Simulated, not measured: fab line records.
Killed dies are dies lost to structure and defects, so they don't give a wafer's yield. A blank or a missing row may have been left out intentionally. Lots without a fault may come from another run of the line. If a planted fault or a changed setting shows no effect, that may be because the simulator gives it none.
Which of the tools did it?	flow berkeley cmos170	10 lots, 30 wafers sampled, at 6 steps of a route of 331

WHAT THE GAUGES READ, wafer by wafer
UCB170_SCREENOX_THK_MEAS_02. Usual: SCREENOX_OXIDE_THK 14.39 nm, standard deviation 0.26.
lot	measured	on	SCREENOX_OXIDE_THK (nm)	flag
L233	day 6 06:37	film metro-03	13.82 14.11 14.20	
L234	day 6 06:36	film metro-02	13.87 14.18 14.16	
L239	day 7 11:14	film metro-04	14.56 14.65 14.59	
L242	day 8 07:25	film metro-02	14.52 14.28 14.27	
L248	day 9 16:49	film metro-04	14.51 14.28 14.29	
L252	day 10 01:10	film metro-03	14.26 14.43 14.46	
L250	day 10 01:14	film metro-04	14.24 14.61 14.59	
L253	day 10 08:40	film metro-03	14.63 14.76 14.51	
L255	day 11 06:43	film metro-03	14.50 14.51 14.39	
L256	day 11 06:41	film metro-02	14.64 14.36 14.41	

UCB170_M2_RS_MEAS_02: a four-point-probe measurement. Usual: M2_AL_RS 0.0322 ohm/sq, standard deviation 0.00037.
lot	measured	on	M2_AL_RS (ohm/sq)	flag
L233	day 9 03:28	film metro-03	0.0321 0.0320 0.0319	
L234	day 8 23:19	film metro-01	0.0320 0.0320 0.0317	
L239	day 10 02:33	film metro-03	0.0338 0.0336 0.0342	OFF
L242	day 10 11:27	film metro-03	0.0338 0.0333 0.0334	OFF
L248	day 12 04:42	film metro-01	0.0325 0.0322 0.0323	
L252	day 12 09:50	film metro-02	0.0319 0.0330 0.0328	
L250	day 12 13:08	film metro-03	0.0324 0.0326 0.0326	
L253	day 12 17:28	film metro-03	0.0320 0.0318 0.0319	
L255	day 14 01:23	film metro-01	0.0319 0.0320 0.0321	
L256	day 14 01:59	film metro-02	0.0325 0.0323 0.0323	

UCB170_M2_THK_MEAS_03: measures by xrf. Usual: M2_AL_THK 903 nm, standard deviation 10.
lot	measured	on	M2_AL_THK (nm)	flag
L233	day 9 03:34	film metro-03	904 901 909	
L234	day 8 23:26	film metro-01	900 905 913	
L239	day 10 02:40	film metro-03	862 865 856	OFF
L242	day 10 11:34	film metro-03	866 876 877	
L248	day 12 04:48	film metro-01	889 899 895	
L252	day 12 09:57	film metro-02	913 889 892	
L250	day 12 13:16	film metro-03	896 896 893	
L253	day 12 17:35	film metro-03	910 916 914	
L255	day 14 01:29	film metro-01	906 902 904	
L256	day 14 02:06	film metro-02	904 901 900	

WHAT TOOL EACH LOT RAN ON (gives the tool, then ch and the chambers of the sampled wafers, and finally the start)
lot	UCB170_PWELL_ETCH_14	UCB170_GATE_ETCH_14	UCB170_M2_SPUTTER_01
L233	rie diel-02 ch 0,1, day 3 02:32	rie diel-04 ch 0,2,3, day 7 10:25	pvd sputter-01, day 9 03:21
L234	rie diel-01 ch 0,2,3, day 3 16:53	rie diel-02 ch 1,2,3, day 7 10:41	pvd sputter-03, day 8 23:14
L239	rie diel-03 ch 1,2,3, day 4 13:16	rie diel-03 ch 0,1,3, day 8 17:31	pvd sputter-03, day 10 02:28
L242	rie diel-02 ch 0,2, day 5 14:45	rie diel-02 ch 0,2,3, day 9 06:17	pvd sputter-03, day 10 11:20
L248	rie diel-02 ch 0,1,3, day 6 13:40	rie diel-04 ch 1,3, day 10 23:40	pvd sputter-01, day 12 04:35
L252	rie diel-02 ch 0,1,3, day 7 03:07	rie diel-04 ch 0,1, day 11 04:46	pvd sputter-02, day 12 09:45
L250	rie diel-01 ch 0,2, day 7 03:13	rie diel-03 ch 0,2,3, day 11 05:15	pvd sputter-02, day 12 13:03
L253	rie diel-03 ch 1,2, day 7 16:05	rie diel-02 ch 0,2, day 11 11:03	pvd sputter-01, day 12 17:23
L255	rie diel-01 ch 1,3, day 7 23:53	rie diel-04 ch 1,2,3, day 12 14:56	pvd sputter-03, day 14 01:16
L256	rie diel-01 ch 0,1,2, day 8 06:24	rie diel-02 ch 0,2,3, day 12 15:04	pvd sputter-03, day 14 01:54
- UCB170_PWELL_ETCH_14: etches Si3N4 in CH3F/Ar/O2, stops on SiO2, target depth 242 nm, time 151 s.
- UCB170_GATE_ETCH_14: etches BARC in N2/H2.
- UCB170_M2_SPUTTER_01: material Al, target thk 900 nm, time 120 s.

AS READ BY THE TOOLS THEMSELVES (means over the sampled wafers that have a number; for cases with no such wafer, the mark the record gives instead)
UCB170_PWELL_ETCH_14. Usual: drypump motor current A 5.6 A, standard deviation 0.53; oes product au 0.947 a.u., standard deviation 0.018; throttle valve pct 8.03 %, standard deviation 0.17.
lot	tool	drypump motor current A (A)	oes product au (a.u.)	throttle valve pct (%)	flag
L233	rie diel-02	6.3	0.930	7.97	
L234	rie diel-01	5.3	0.955	8.05	
L239	rie diel-03	5.3	0.948	8.10	
L242	rie diel-02	6.3	0.930	8.06	
L248	rie diel-02	6.2	0.933	8.03	
L252	rie diel-02	6.3	0.920	8.03	
L250	rie diel-01	5.0	0.942	7.92	
L253	rie diel-03	5.5	0.944	8.15	
L255	rie diel-01	5.8	0.964	8.11	
L256	rie diel-01	5.3	0.951	7.93	

UCB170_GATE_ETCH_14. Usual: drypump motor current A 5.9 A, standard deviation 0.38; n2 flow sccm 100.05 sccm, standard deviation 0.27; oes product au 0.987 a.u., standard deviation 0.015; throttle valve pct 13.26 %, standard deviation 0.18.
lot	tool	drypump motor current A (A)	n2 flow sccm (sccm)	oes product au (a.u.)	throttle valve pct (%)	flag
L233	rie diel-04	5.8	100.25	0.994	13.17	
L234	rie diel-02	6.1	100.04	0.982	13.33	
L239	rie diel-03	5.4	99.76	0.996	13.29	
L242	rie diel-02	6.2	99.90	0.982	13.42	
L248	rie diel-04	5.9	99.94	0.984	13.27	
L252	rie diel-04	5.9	100.20	0.987	13.23	
L250	rie diel-03	5.1	100.05	1.003	13.10	
L253	rie diel-02	6.2	100.19	0.989	13.34	
L255	rie diel-04	5.9	99.96	0.986	13.23	
L256	rie diel-02	6.2	100.24	0.985	13.43	

UCB170_M2_SPUTTER_01. Usual: throttle valve pct reads 30.2 % (standard deviation 1).
lot	tool	throttle valve pct (%)	flag
L233	pvd sputter-01	31.3	
L234	pvd sputter-03	30.2	
L239	pvd sputter-03	30.0	
L242	pvd sputter-03	30.5	
L248	pvd sputter-01	30.5	
L252	pvd sputter-02	29.7	
L250	pvd sputter-02	30.3	
L253	pvd sputter-01	31.3	
L255	pvd sputter-03	30.2	
L256	pvd sputter-03	30.0	

THE ANSWER, worked out from the rows above alone
Rule: take the mean of a lot's wafers that have a number; if it is more than 3 standard deviations from the usual mean, the lot is off. A lot without any number at a reading at which 4 lots or more have one is off too. All remaining lots with rows at the step are treated as sound. After the gauges, taken in route order, come the tools' own readings; for these a lot's mean is taken, as printed above. The first step at which some lot is off is used, and at that step the reading that is off furthest; a lot without a number counts as furthest.
Off: L239, L242, seen at UCB170_M2_RS_MEAS_02 (M2_AL_RS).
A tool fits if, at a process step before that reading, it ran every lot that is off, and no sound lot after the first of them. Those tools and the gauges at UCB170_M2_RS_MEAS_02 are tried in the same way. No candidate that was tried fits.

WHAT THE SIMULATOR HAD PUT IN
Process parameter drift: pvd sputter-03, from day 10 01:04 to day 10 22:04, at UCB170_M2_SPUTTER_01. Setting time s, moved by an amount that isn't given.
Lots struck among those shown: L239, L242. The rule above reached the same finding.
